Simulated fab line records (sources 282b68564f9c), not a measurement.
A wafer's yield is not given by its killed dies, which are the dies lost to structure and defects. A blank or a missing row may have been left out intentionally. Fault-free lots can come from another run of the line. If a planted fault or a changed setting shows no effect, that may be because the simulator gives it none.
fab line records	flow ritCmos
[record] lots = 7	wafers = 21	lastDay = 7
route steps=202 shown ACTIVE@1 FOX1@20 FOX2@23 NWELL@28 M1@202
lots untouched by any fault: they come from a run of this same line in which no faults occurred
startH: the number of hours between the record's first day and the start of the first shown wafer of the lot	waitH: hours from the lot's prior step to this one	" as in the row above	L1.1+2: a single row standing in for several wafers	- no value, or no start was given	* or withheld: withheld	< > ~ a bound
route shown NAME@n: NAME is a module with steps in the file, n the number in the route of the first one	usual: mean and standard deviation over wafers with no fault	same: alike in all rows	chamber/n: place in a boat	sites: each site's reading	_std_site: standard deviation of those values	_edge_site: mean of outer sites minus mean of inner sites	radiusMm: how far each site lies from the wafer's centre	mask NAME#n: copy n	behind: the last tool/chamber to shape the wafer	hold: cause of the lot's hold/its duration in hours/its outcome	device: the n, p or np transistor that did not switch	end of line: tests of these same wafers at the route's end	a step given without rows: its recipe and nothing more	killed: the dies lost at the first sort to structure and to defects; this is not the yield of the wafer	map: a wafer's dies, x killed, . not, _ none there
set.NAME: the setting the step ran with; set.NAME@STEP: the setting that earlier step ran with	model.NAME: the simulator's own value behind a step, which no gauge read
certain route steps with their lots: each step a table, each wafer a row
services: a tool's chamber out of use, with start hour (startH, from the record's first day; less than 0 if before it), hours out, and reason
[[steps]]
[step RIT_ACTIVE_BOW_MEAS_00]
[recipe] mode = bow
[usual] INCOMING_BOW = -1/6.2
lot.wafer	tool	chamber	startH	waitH	INCOMING_BOW[um]
L283.1	filmMetro-04	-	10.00	-	6
L283.2	"	-	"	"	4
L283.4	"	-	"	"	-2
L287.1	filmMetro-02	-	30.00	-	-4
L287.3	"	-	"	"	1
L287.4	"	-	"	"	-3
L291.1	filmMetro-02	-	50.00	-	-12
L291.3	"	-	"	"	9
L291.6	"	-	"	"	-7
L292.1	filmMetro-01	-	55.00	-	9
L292.2	"	-	"	"	-1
L292.4	"	-	"	"	12
L294.1	filmMetro-02	-	65.00	-	-1
L294.5	"	-	"	"	3
L294.6	"	-	"	"	-5
L295.2	filmMetro-01	-	70.02	-	5
L295.4	"	-	"	"	1
L295.6	"	-	"	"	8
L300.1	filmMetro-01	-	95.00	-	-1
L300.4	"	-	"	"	9
L300.6	"	-	"	"	-4
[step RIT_ACTIVE_OXIDATION_01]
[recipe] tempC = 1000	ambient = O2	targetThkA = 468	oxTimeS = 3360
lot.wafer	tool	chamber	startH	waitH
L283.1+2+4	furnace-03	0	10.12	0.1
L287.1+3+4	furnace-04	0	31.27	1.2
L291.1+3+6	furnace-04	0	51.37	1.3
L292.1+2+4	furnace-01	0	56.65	1.6
L294.1+5+6	furnace-04	0	65.81	0.8
L295.2+4+6	furnace-04	0	72.93	2.9
L300.1+4+6	furnace-01	0	99.90	4.9
[step RIT_ACTIVE_THK_MEAS_02]
[recipe] reads = SiO2_of_ACTIVE_OXIDATION_01
[usual] ACTIVE_OXIDE_THK = 46.1/1
lot.wafer	tool	chamber	startH	waitH	ACTIVE_OXIDE_THK[nm]
L283.1	filmMetro-02	-	12.05	0.0	46.9
L283.2	"	-	"	"	46.3
L283.4	"	-	"	"	46.6
L287.1	filmMetro-02	-	33.20	0.0	47.3
L287.3	"	-	"	"	48.0
L287.4	"	-	"	"	47.0
L291.1	filmMetro-02	-	53.30	0.0	47.0
L291.3	"	-	"	"	46.9
L291.6	"	-	"	"	47.1
L292.1	filmMetro-02	-	58.58	0.0	45.1
L292.2	"	-	"	"	45.3
L292.4	"	-	"	"	44.5
L294.1	filmMetro-01	-	67.74	0.0	47.3
L294.5	"	-	"	"	47.0
L294.6	"	-	"	"	46.8
L295.2	filmMetro-02	-	74.87	0.0	46.6
L295.4	"	-	"	"	48.2
L295.6	"	-	"	"	47.1
L300.1	filmMetro-01	-	101.84	0.0	46.0
L300.4	"	-	"	"	45.3
L300.6	"	-	"	"	46.5
[step RIT_ACTIVE_CVD_03]
[recipe] material = Si3N4	targetThkNm = 150	tempC = 810	precursor = SiH2Cl2/NH3	timeS = 1537	pressureMtorr = 300	sih2cl2FlowSccm = 60	nh3FlowSccm = 150
[step RIT_ACTIVE_THK_MEAS_04]
[recipe] reads = Si3N4_of_ACTIVE_CVD_03
[usual] ACTIVE_NITRIDE_THK = 153.9/1.5
lot.wafer	tool	chamber	startH	waitH	ACTIVE_NITRIDE_THK[nm]
L283.1	filmMetro-04	-	13.53	0.0	152.9
L283.2	"	-	"	"	152.7
L283.4	"	-	"	"	153.4
L287.1	filmMetro-01	-	34.68	0.0	155.5
L287.3	"	-	"	"	155.1
L287.4	"	-	"	"	155.6
L291.1	filmMetro-02	-	54.78	0.0	153.1
L291.3	"	-	"	"	152.5
L291.6	"	-	"	"	152.0
L292.1	filmMetro-02	-	60.77	0.0	157.2
L292.2	"	-	"	"	155.7
L292.4	"	-	"	"	154.4
L294.1	filmMetro-01	-	69.22	0.0	157.1
L294.5	"	-	"	"	155.6
L294.6	"	-	"	"	155.7
L295.2	filmMetro-01	-	76.35	0.0	154.6
L295.4	"	-	"	"	154.8
L295.6	"	-	"	"	153.8
L300.1	filmMetro-02	-	103.31	0.0	152.6
L300.4	"	-	"	"	152.3
L300.6	"	-	"	"	153.0
[step RIT_ACTIVE_HMDS_05]
[recipe] primeTimeS = 60	primeTempC = 140
[step RIT_ACTIVE_COAT_06]
[recipe] resist = NOVOLAK	spinRpm = 3250	resistThkNm = 991.5
[step RIT_ACTIVE_SOFTBAKE_07]
[recipe] resist = NOVOLAK	tempC = 90	timeS = 60
[step RIT_ACTIVE_EXPOSE_08]
[recipe] maskId = M1	na = 0.6	sourceShape = conventional	sigmaOuter = 0.6	targetCdNm = 1400	doseMj = 225
[step RIT_ACTIVE_PEB_09]
[recipe] resist = NOVOLAK	tempC = withheld	timeS = withheld
[step RIT_ACTIVE_DEVELOP_10]
[recipe] resist = NOVOLAK	developTimeS = 50	devTempC = 23
[step RIT_ACTIVE_CD_MEAS_11]
[recipe] targetCdNm = 1400
[usual] cdNm = 1400.3/2.6
lot.wafer	tool	chamber	startH	waitH	cdNm
L283.1	cdSem-01	-	14.56	-	1400.7
L283.2	"	-	"	"	1401.2
L283.4	"	-	"	"	1402.0
L287.1	cdSem-01	-	35.59	-	1402.8
L287.3	"	-	"	"	1403.8
L287.4	"	-	"	"	1400.3
L291.1	cdSem-02	-	55.81	-	1399.7
L291.3	"	-	"	"	1398.7
L291.6	"	-	"	"	1398.9
L292.1	cdSem-02	-	61.68	-	1392.5
L292.2	"	-	"	"	1392.4
L292.4	"	-	"	"	1395.1
L294.1	cdSem-02	-	70.25	-	1402.1
L294.5	"	-	"	"	1398.6
L294.6	"	-	"	"	1400.2
L295.2	cdSem-02	-	77.27	-	1402.7
L295.4	"	-	"	"	1404.0
L295.6	"	-	"	"	1403.5
L300.1	cdSem-02	-	104.35	-	1402.2
L300.4	"	-	"	"	1401.5
L300.6	"	-	"	"	1401.6
[step RIT_ACTIVE_HARDBAKE_12]
[recipe] resist = NOVOLAK	tempC = 140	timeS = 60
[step RIT_ACTIVE_ETCH_13]
[recipe] stopOn = SiO2	chemistry = SF6	target = Si3N4	timeS = 210	overEtchFrac = 0.4	SF6_flow_sccm = 200	pressureMtorr = 260	rfW = 125	targetDepthA = 2100
[usual] drypumpMotorCurrentA = 5.7/0.43	oesProductAu = 0.832/0.014	throttleValvePct = 7.49/0.15
lot.wafer	tool	chamber	startH	waitH	drypumpMotorCurrentA	oesProductAu	rfHoursCounterH	throttleValvePct
L283.1	rieDiel-01	1	14.98	0.1	6.1	0.826	29	7.65
L283.2	"	0	"	"	6.1	0.837	91	7.72
L283.4	"	2	"	"	5.4	0.834	1	7.27
L287.1	rieDiel-02	1	35.86	0.1	6.5	0.840	20	7.36
L287.3	"	2	"	"	6.1	0.861	100	7.69
L287.4	"	0	"	"	5.6	0.847	109	7.65
L291.1	rieDiel-02	1	56.16	0.1	6.5	0.843	20	7.36
L291.3	"	3	"	"	5.8	0.850	137	7.36
L291.6	"	3	"	"	5.8	0.837	-	7.35
L292.1	rieDiel-04	0	61.95	0.1	5.7	0.834	12	7.33
L292.2	"	3	"	"	5.5	0.828	4	7.36
L292.4	"	2	"	"	5.3	0.849	124	7.59
L294.1	rieDiel-04	1	70.52	0.1	6.3	0.814	129	7.49
L294.5	"	1	"	"	6.2	0.818	-	7.51
L294.6	"	0	"	"	5.7	0.828	-	7.31
L295.2	rieDiel-04	0	77.52	0.1	5.7	0.828	13	7.32
L295.4	"	2	"	"	5.3	0.847	125	7.60
L295.6	"	0	"	"	5.7	0.817	-	7.32
L300.1	rieDiel-02	1	104.62	0.1	6.5	0.835	21	7.37
L300.4	"	0	"	"	5.6	0.827	111	7.64
L300.6	"	1	"	"	6.5	0.842	-	7.37
[step RIT_ACTIVE_STRIP_14]
[recipe] chemistry = O2	timeS = 180	resist = NOVOLAK	platenTempC = withheld	powerW = 500	pressureMtorr = 4000	o2FlowSccm = 4000
[usual] drypumpMotorCurrentA = 6.2/0.51
lot.wafer	tool	chamber	startH	waitH	drypumpMotorCurrentA	rfHoursCounterH
L283.1	plasmaAsher-01	0	15.12	0.1	6.8	21
L283.2	"	1	"	"	5.7	21
L283.4	"	1	"	"	5.8	-
L287.1	plasmaAsher-01	1	35.99	0.1	5.8	23
L287.3	"	0	"	"	6.8	-
L287.4	"	1	"	"	5.8	-
L291.1	plasmaAsher-02	1	56.30	0.1	6.7	41
L291.3	"	1	"	"	6.7	-
L291.6	"	0	"	"	6.5	-
L292.1	plasmaAsher-03	0	62.08	0.1	5.9	41
L292.2	"	1	"	"	5.4	41
L292.4	"	0	"	"	5.8	-
L294.1	plasmaAsher-02	0	70.66	0.1	6.5	43
L294.5	"	1	"	"	6.8	-
L294.6	"	0	"	"	6.5	-
L295.2	plasmaAsher-03	1	77.65	0.1	5.4	42
L295.4	"	0	"	"	5.9	-
L295.6	"	1	"	"	5.5	-
L300.1	plasmaAsher-03	1	104.75	0.1	5.5	45
L300.4	"	0	"	"	5.9	-
L300.6	"	1	"	"	5.5	-
[step RIT_ACTIVE_CD_MEAS_90]
[recipe] targetCdNm = 1400
[usual] cdNm = 1400.4/2.6
lot.wafer	tool	chamber	startH	waitH	cdNm
L283.1	cdSem-01	-	15.29	0.1	1400.8
L283.2	"	-	"	"	1401.0
L283.4	"	-	"	"	1401.9
L287.1	cdSem-01	-	36.16	0.1	1402.7
L287.3	"	-	"	"	1403.5
L287.4	"	-	"	"	1400.3
L291.1	cdSem-02	-	56.57	0.2	1399.8
L291.3	"	-	"	"	1398.9
L291.6	"	-	"	"	1399.0
L292.1	cdSem-02	-	62.26	0.1	1392.6
L292.2	"	-	"	"	1392.9
L292.4	"	-	"	"	1395.1
L294.1	cdSem-02	-	70.83	0.1	1402.1
L294.5	"	-	"	"	1399.4
L294.6	"	-	"	"	1400.9
L295.2	cdSem-02	-	77.85	0.1	1402.5
L295.4	"	-	"	"	1404.3
L295.6	"	-	"	"	1403.7
L300.1	cdSem-02	-	104.93	0.1	1402.6
L300.4	"	-	"	"	1401.3
L300.6	"	-	"	"	1401.7
[step RIT_ACTIVE_CLEAN_15]
[recipe] chemistry = SC1	mix = 3:3:50	timeS = 600	tempC = 75
[step RIT_ACTIVE_CLEAN_16]
[recipe] chemistry = dHF	dilution = 50:1	timeS = 30
[step RIT_ACTIVE_CLEAN_17]
[recipe] chemistry = SC2	mix = 3:3:50	timeS = 600	tempC = 75	dry = n2Spin
[step RIT_FOX1_OXIDATION_00]
[recipe] tempC = 1100	ambient = H2O	targetThkA = 3507	pH2oTorr = 720	oxTimeS = 1130
[step RIT_FOX1_THK_MEAS_01]
[recipe] reads = SiO2_of_FOX1_OXIDATION_00
[usual] FOX1_OXIDE_THK = 349/5.9
lot.wafer	tool	chamber	startH	waitH	FOX1_OXIDE_THK[nm]
L283.1	filmMetro-02	-	20.39	0.0	350
L283.2	"	-	"	"	349
L283.4	"	-	"	"	343
L287.1	filmMetro-02	-	39.32	0.0	357
L287.3	"	-	"	"	363
L287.4	"	-	"	"	355
L291.1	filmMetro-03	-	58.48	0.0	352
L291.3	"	-	"	"	345
L291.6	"	-	"	"	347
L292.1	filmMetro-04	-	64.73	0.0	353
L292.2	"	-	"	"	348
L292.4	"	-	"	"	349
L294.1	filmMetro-02	-	76.18	0.0	347
L294.5	"	-	"	"	347
L294.6	"	-	"	"	352
L295.2	filmMetro-02	-	82.44	0.0	350
L295.4	"	-	"	"	349
L295.6	"	-	"	"	350
L300.1	filmMetro-03	-	113.00	0.0	347
L300.4	"	-	"	"	343
L300.6	"	-	"	"	352
[step RIT_FOX1_WET_ETCH_02]
[recipe] chemistry = BOE	targetDepthNm = 350	timeS = 390	tempC = 21.5	dry = n2Spin	dilution = 10:1	target = SiO2
[step RIT_FOX2_OXIDATION_00]
[recipe] tempC = 1100	ambient = H2O	targetThkA = 3507	pH2oTorr = 720	oxTimeS = 1130
[step RIT_FOX2_THK_MEAS_01]
[recipe] reads = SiO2_of_FOX2_OXIDATION_00
[usual] FOX2_OXIDE_THK = 348/7.7
lot.wafer	tool	chamber	startH	waitH	FOX2_OXIDE_THK[nm]
L283.1	filmMetro-03	-	26.18	0.0	347
L283.2	"	-	"	"	348
L283.4	"	-	"	"	351
L287.1	filmMetro-01	-	41.31	0.0	345
L287.3	"	-	"	"	341
L287.4	"	-	"	"	339
L291.1	filmMetro-03	-	60.87	0.0	355
L291.3	"	-	"	"	357
L291.6	"	-	"	"	356
L292.1	filmMetro-01	-	66.37	0.0	343
L292.2	"	-	"	"	341
L292.4	"	-	"	"	346
L294.1	filmMetro-03	-	82.06	0.0	340
L294.5	"	-	"	"	340
L294.6	"	-	"	"	335
L295.2	filmMetro-03	-	85.57	0.0	339
L295.4	"	-	"	"	344
L295.6	"	-	"	"	338
L300.1	filmMetro-02	-	119.31	0.0	349
L300.4	"	-	"	"	347
L300.6	"	-	"	"	347
[step RIT_FOX2_CLEAN_02]
[recipe] chemistry = dHF	dilution = 50:1	timeS = 180
[step RIT_FOX2_WET_ETCH_03]
[recipe] chemistry = H3PO4	target = Si3N4	targetDepthNm = 195	tempC = 165	timeS = 2700
[step RIT_FOX2_THK_MEAS_90]
[recipe] reads = SiO2_of_FOX2_OXIDATION_00
[usual] FIELD_OXIDE_LEFT_1_THK = 321/7.7
lot.wafer	tool	chamber	startH	waitH	FIELD_OXIDE_LEFT_1_THK[nm]
L283.1	filmMetro-01	-	27.13	0.0	319
L283.2	"	-	"	"	321
L283.4	"	-	"	"	324
L287.1	filmMetro-03	-	42.26	0.0	318
L287.3	"	-	"	"	314
L287.4	"	-	"	"	311
L291.1	filmMetro-03	-	61.81	0.0	327
L291.3	"	-	"	"	330
L291.6	"	-	"	"	328
L292.1	filmMetro-02	-	67.24	0.0	315
L292.2	"	-	"	"	313
L292.4	"	-	"	"	318
L294.1	filmMetro-03	-	82.94	0.0	312
L294.5	"	-	"	"	312
L294.6	"	-	"	"	307
L295.2	filmMetro-03	-	86.52	0.0	312
L295.4	"	-	"	"	318
L295.6	"	-	"	"	311
L300.1	filmMetro-03	-	120.26	0.0	322
L300.4	"	-	"	"	319
L300.6	"	-	"	"	319
[step RIT_NWELL_HMDS_00]
[recipe] primeTimeS = 58.79	primeTempC = 140
[step RIT_NWELL_COAT_01]
[recipe] resist = NOVOLAK	spinRpm = 2000	resistThkNm = 1300
[step RIT_NWELL_SOFTBAKE_02]
[recipe] resist = NOVOLAK	tempC = 90	timeS = 60
[step RIT_NWELL_EXPOSE_03]
[recipe] maskId = M2	na = 0.57	targetCdNm = 43900	doseMj = 250
[step RIT_M1_PROBE_99]
[usual] killedAtContacts = 0.1/0.28	killedAtFrontEnd = 7.1/2.8	killedDies = 7.1/2.9	killedOnRim = 1.9/1.5	killedOpen = 3.4/2	killedShort = 3.6/2.1
[same] grossDies = 264	killed_at_M0_to_M3 = 0	killed_at_M4_up = 0	killedAtBackSide = 0	killedAtOther = 0
lot.wafer	tool	chamber	startH	waitH	killedAtContacts	killedAtFrontEnd	killedDies	killedOnRim	killedOpen	killedShort
L283.1	prober-02	-	68.35	0.1	0	1	1	1	0	1
L283.2	prober-02	-	68.40	0.1	0	8	8	3	6	2
L283.4	prober-02	-	68.50	0.2	0	4	4	2	2	2
L287.1	prober-02	-	87.59	0.1	0	13	13	6	5	8
L287.3	prober-02	-	87.69	0.2	0	9	9	4	6	3
L287.4	prober-02	-	87.74	0.2	0	4	4	1	0	4
L291.1	prober-02	-	110.50	0.1	0	176	176	47	0	1
L291.3	prober-02	-	110.60	0.2	0	174	174	39	1	1
L291.6	prober-02	-	110.75	0.2	0	174	174	50	1	2
L292.1	prober-01	-	118.87	0.1	0	9	9	4	4	5
L292.2	prober-01	-	118.92	0.1	0	8	8	4	6	2
L292.4	prober-01	-	119.02	0.2	0	6	6	3	3	3
L294.1	prober-01	-	135.19	0.1	0	182	182	53	3	2
L294.5	prober-01	-	135.39	0.2	0	166	166	38	3	1
L294.6	prober-01	-	135.44	0.2	0	163	163	45	0	0
L295.2	prober-02	-	141.69	0.1	0	179	179	44	3	0
L295.4	prober-02	-	141.79	0.2	1	178	179	48	0	4
L295.6	prober-02	-	141.89	0.2	0	166	166	48	1	2
L300.1	prober-02	-	168.10	0.1	0	3	3	0	1	2
L300.4	prober-02	-	168.25	0.2	0	10	10	3	5	5
L300.6	prober-02	-	168.35	0.2	0	9	9	2	3	6
// killed by level:class
L283.1 GATE:geometricParticle:short=1
L283.2 REOX:geometricParticle:open=3 FOX1:geometricParticle:short=1 GATE:geometricParticle:open=1 SPACER:geometricParticle:open=1 SILICIDE:geometricParticle:open=1 SILICIDE:geometricParticle:short=1
L283.4 GATE:geometricParticle:short=1 GATE:geometricParticle:open=1 SPACER:geometricParticle:short=1 SILICIDE:geometricParticle:open=1
L287.1 GATE:geometricParticle:open=4 SPACER:geometricParticle:short=3 FOX1:geometricParticle:short=2 FOX2:geometricParticle:short=2 GATE:geometricParticle:short=1 SPACER:geometricParticle:open=1
L287.3 GATE:geometricParticle:open=4 SPACER:geometricParticle:open=2 FOX1:geometricParticle:short=1 GATE:geometricParticle:short=1 SILICIDE:geometricParticle:short=1
L287.4 SPACER:geometricParticle:short=3 GATE:geometricParticle:short=1
L291.1 ACTIVE:unspecified=174 REOX:geometricParticle:short=1 NRETRO:coatMicrobubblePrinted=1
L291.3 ACTIVE:unspecified=172 GATE:geometricParticle:short=1 REOX:geometricParticle:open=1
L291.6 ACTIVE:unspecified=171 GATE:geometricParticle:short=2 FOX2:geometricParticle:open=1
L292.1 GATE:geometricParticle:open=4 SILICIDE:geometricParticle:short=2 FOX1:geometricParticle:short=1 GATE:geometricParticle:short=1 REOX:geometricParticle:short=1
L292.2 GATE:geometricParticle:open=3 SPACER:geometricParticle:open=2 FOX2:geometricParticle:open=1 GATE:geometricParticle:short=1 SILICIDE:geometricParticle:short=1
L292.4 FOX1:geometricParticle:short=1 GATE:geometricParticle:open=1 REOX:geometricParticle:open=1 SPACER:geometricParticle:open=1 SPACER:geometricParticle:short=1 SILICIDE:geometricParticle:short=1
L294.1 ACTIVE:unspecified=177 GATE:geometricParticle:open=2 REOX:geometricParticle:short=1 SPACER:geometricParticle:open=1 SPACER:geometricParticle:short=1
L294.5 ACTIVE:unspecified=162 GATE:geometricParticle:open=3 REOX:geometricParticle:short=1
L294.6 ACTIVE:unspecified=163
L295.2 ACTIVE:unspecified=176 FOX1:geometricParticle:open=3
L295.4 ACTIVE:unspecified=175 FOX1:geometricParticle:short=1 GATE:geometricParticle:short=1 SPACER:geometricParticle:short=1 CONTACT:geometricParticle:short=1
L295.6 ACTIVE:unspecified=163 FOX1:geometricParticle:short=2 REOX:geometricParticle:open=1
L300.1 FOX2:geometricParticle:short=2 FOX2:geometricParticle:open=1
L300.4 GATE:geometricParticle:open=4 GATE:geometricParticle:short=2 FOX1:geometricParticle:short=1 REOX:geometricParticle:open=1 SPACER:geometricParticle:short=1 SILICIDE:geometricParticle:short=1
L300.6 GATE:geometricParticle:short=3 GATE:geometricParticle:open=2 FOX1:geometricParticle:short=1 FOX2:geometricParticle:short=1 REOX:geometricParticle:open=1 REOX:geometricParticle:short=1
// map L291.1 (x killed, . not)
________.xx..xx_______
_____.xxx..x.x.xx.____
____xxxx.xxx.xx.xxx___
___.xxx.x..xxxx.xx.x__
__xx.x..xxx..xxx.xxx._
__xxxxxxxxxxx..xxxxxx_
_xxx..xxxxxx...x..xxx.
_xx.xxx.x.xxxxxxxxxxxx
_xxx.xxxxxxx...x.xxxxx
_x.x.xx..xx.x...xxxx..
__xxx.xx.x....xx.xx.x_
__..x...xxx..x.xxx.x._
___xxx.xx.x..xxxx..x__
____x..xxx.xx.xxxx.___
_____xxxx.x.xxxxxx____
________.x..xx._______
// map L294.1 (x killed, . not)
________xx.xx.x_______
_____xxxxxxx.x.xx.____
____xx..xxx.xx.xxxx___
___.x.xxxxx....xxxxx__
__x..xxxx...xxxxxxx.x_
__xxxxxx.x..xx.x.xxxx_
_xx.xxxxxx.x.xxxx.x.x.
_.xx.xx..x.x.xx.x..xxx
_xx.xxxx..x..xx.xxx.xx
_xx.x...xx.xx.x...xxxx
__.xxxxx..xxx...xxxxx_
__xxxxx.x..xxxxxxxx.x_
___xxxx.xxxx.xxxxxxx__
____.xxx.x.x...xxxx___
_____xx.xx..xxx.xx____
________.xxx..x_______
[[services]]
tool	chamber	startH	hours	kind
furnace-01	-	-6.30	14.3	pm
plasmaAsher-02	-	2.66	2.1	repair
furnace-01	-	13.33	2.5	repair
furnace-04	-	19.45	2.1	pm
furnace-01	-	21.46	3.1	pm
furnace-04	-	21.54	4.6	pm
rieDiel-01	1	31.07	10.5	repair
rieDiel-02	0	61.71	13.8	repair
furnace-03	-	66.37	63.7	pm
plasmaAsher-03	-	67.92	1.6	repair
rieDiel-01	2	72.70	12.5	repair
rieDiel-01	1	72.79	3.0	repair
rieDiel-04	-	91.95	0.8	repair
[[key]]
[firstSign] step = RIT_M1_PROBE_99	reading = killedAtFrontEnd	direction = up	sigmas = 59	usual = 7.1	struck = 173.1
[effect] step = RIT_M1_PROBE_99	reading = killedDies	direction = up	sigmas = 58	usual = 7.1	struck = 173.2
metAt RIT_ACTIVE_OXIDATION_01
struckWafers L291.1,L291.3,L291.6,L294.1,L294.5,L294.6,L295.2,L295.4,L295.6
testerLeftOut L291,L294,L295
onsetBetween 31.27 51.37
[fault] kind = chamberParticleSource	tool = furnace-04	chamber = -	onsetH = 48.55	steps = RIT_ACTIVE_OXIDATION_01	ratePerVisitCm2 = 2.0868	endH = 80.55
// testerLeftOut: of these lots the tester's yield and bins aren't shown, on N5 and GAA mostly nor the transistor test; their killed dies are dies lost to structure and defects alone, not to doping, threshold or leakage, so they don't give the yield
